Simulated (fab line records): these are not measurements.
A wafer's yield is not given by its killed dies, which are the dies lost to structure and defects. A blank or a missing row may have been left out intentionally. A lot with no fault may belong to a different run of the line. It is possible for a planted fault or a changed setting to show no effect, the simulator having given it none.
A lot that was struck, set against a sound lot || flow ritCmos || 26 out of 202 route steps
Sound: these wafers, L614.1, L614.3, L614.6. Struck: wafers L627.2, L627.5, L627.6. The cause is named last.
At each step with rows: each side's tool, then ch and its chambers, then its first start. Under that, the readings that differ: sound wafers || struck wafers || difference of the means || sigmas: that difference in standard deviations of wafers without a fault.
alike: words and numbers the same on both sides, and readings whose means are apart by under 2 such deviations; not compared: readings that were withheld, readings missing a value for some wafer, numbers with overlapping values and no deviation given by the record, and bounds like >300 which may hide the same value.
Wherever a step has rows on one side only, a row that says differs or no value, or a row with sigmas, the two part there. When numbers do not overlap yet have no deviation, they are printed without sigmas and do not part them. A reading that every wafer of one side lacks parts them only if that side has two wafers or more.

first, 2 steps without rows for these wafers: RIT_FOX2_CLEAN_02 (cleans in dHF, time 180 s); RIT_FOX2_WET_ETCH_03 (etches Si3N4 in H3PO4, target depth 195 nm, time 2700 s).
RIT_FOX2_THK_MEAS_90:
  sound: filmMetro-03 at day 2 15:18; struck: filmMetro-02 at day 5 08:58
{"reading": "FIELD_OXIDE_LEFT_1_THK (nm)", "sound": "332 327 324", "struck": "311 312 306", "difference": -18, "sigmas": -3}
then, 6 steps without rows for these wafers: RIT_NWELL_HMDS_00 (prime time 60 s); RIT_NWELL_COAT_01 (resist thk 1300 nm); RIT_NWELL_SOFTBAKE_02 (time 60 s); RIT_NWELL_EXPOSE_03 (exposes mask M2, target cd 43900 nm); RIT_NWELL_PEB_04; RIT_NWELL_DEVELOP_05 (develop time 68 s).
RIT_NWELL_OVL_MEAS_06:
  sound: overlay-01 at day 2 16:31; struck: overlay-01 at day 5 10:05
  alike: NWELL_OVL
then, 2 steps without rows for these wafers: RIT_NWELL_HARDBAKE_07 (time 120 s); RIT_NWELL_IMPLANT_08.
RIT_NWELL_STRIP_09: strips in O2, time 180 s.
  sound on plasmaAsher-03 ch 0,1, day 2 16:58; struck on plasmaAsher-02 ch 0,1, day 5 10:31
  no value came back on the struck wafers for chamberPressureMTorr (mTorr), drypumpMotorCurrentA (A); on the sound wafers chamberPressureMTorr (mTorr) reads 4002 4003 4001
{"reading": "model.NOVOLAK_of_NWELL_COAT_01.thkNm (nm)", "sound": "0 0 0", "struck": "1137 1142 1136", "difference": "+1138", "sigmas": ""}
  not compared: rfHoursCounterH
RIT_NWELL_TW_MEAS_10:
  sound: filmMetro-04 at day 2 17:08; struck: filmMetro-03 at day 5 10:41
{"reading": "NWELL_TW", "sound": "2140 2151 2143", "struck": "2093 2088 2102", "difference": -50, "sigmas": -2}
then, 6 steps without rows for these wafers: RIT_PWELL_HMDS_00 (prime time 60 s); RIT_PWELL_COAT_01 (resist thk 1300 nm); RIT_PWELL_SOFTBAKE_02 (time 60 s); RIT_PWELL_EXPOSE_03 (exposes mask M3, target cd 43700 nm); RIT_PWELL_PEB_04; RIT_PWELL_DEVELOP_05 (develop time 70.64 s).
RIT_PWELL_OVL_MEAS_06:
  sound: overlay-02 at day 2 18:04; struck: overlay-02 at day 5 11:45
  alike: PWELL_OVL
then, 2 steps without rows for these wafers: RIT_PWELL_HARDBAKE_07 (time 120 s); RIT_PWELL_IMPLANT_08.
RIT_PWELL_STRIP_09: strips in O2, time 180 s.
  sound on plasmaAsher-02 ch 0,1, day 2 18:31; struck on plasmaAsher-01 ch 0,1, day 5 12:11
  alike: chamberPressureMTorr, drypumpMotorCurrentA
  not compared: rfHoursCounterH
RIT_PWELL_TW_MEAS_10:
  sound: filmMetro-04 at day 2 18:41; struck: filmMetro-03 at day 5 12:22
{"reading": "PWELL_TW", "sound": "955 960 957", "struck": "29 29 29", "difference": -928, "sigmas": "-99 or more"}
then, 1 step without rows for these wafers: RIT_WELLDRIVE_ANNEAL_00 (time 14700 s).

== WHERE THEY PART ==
Earliest at RIT_FOX2_THK_MEAS_90; latest, in this record, at RIT_PWELL_TW_MEAS_10.

WHY: whatever the simulator had introduced
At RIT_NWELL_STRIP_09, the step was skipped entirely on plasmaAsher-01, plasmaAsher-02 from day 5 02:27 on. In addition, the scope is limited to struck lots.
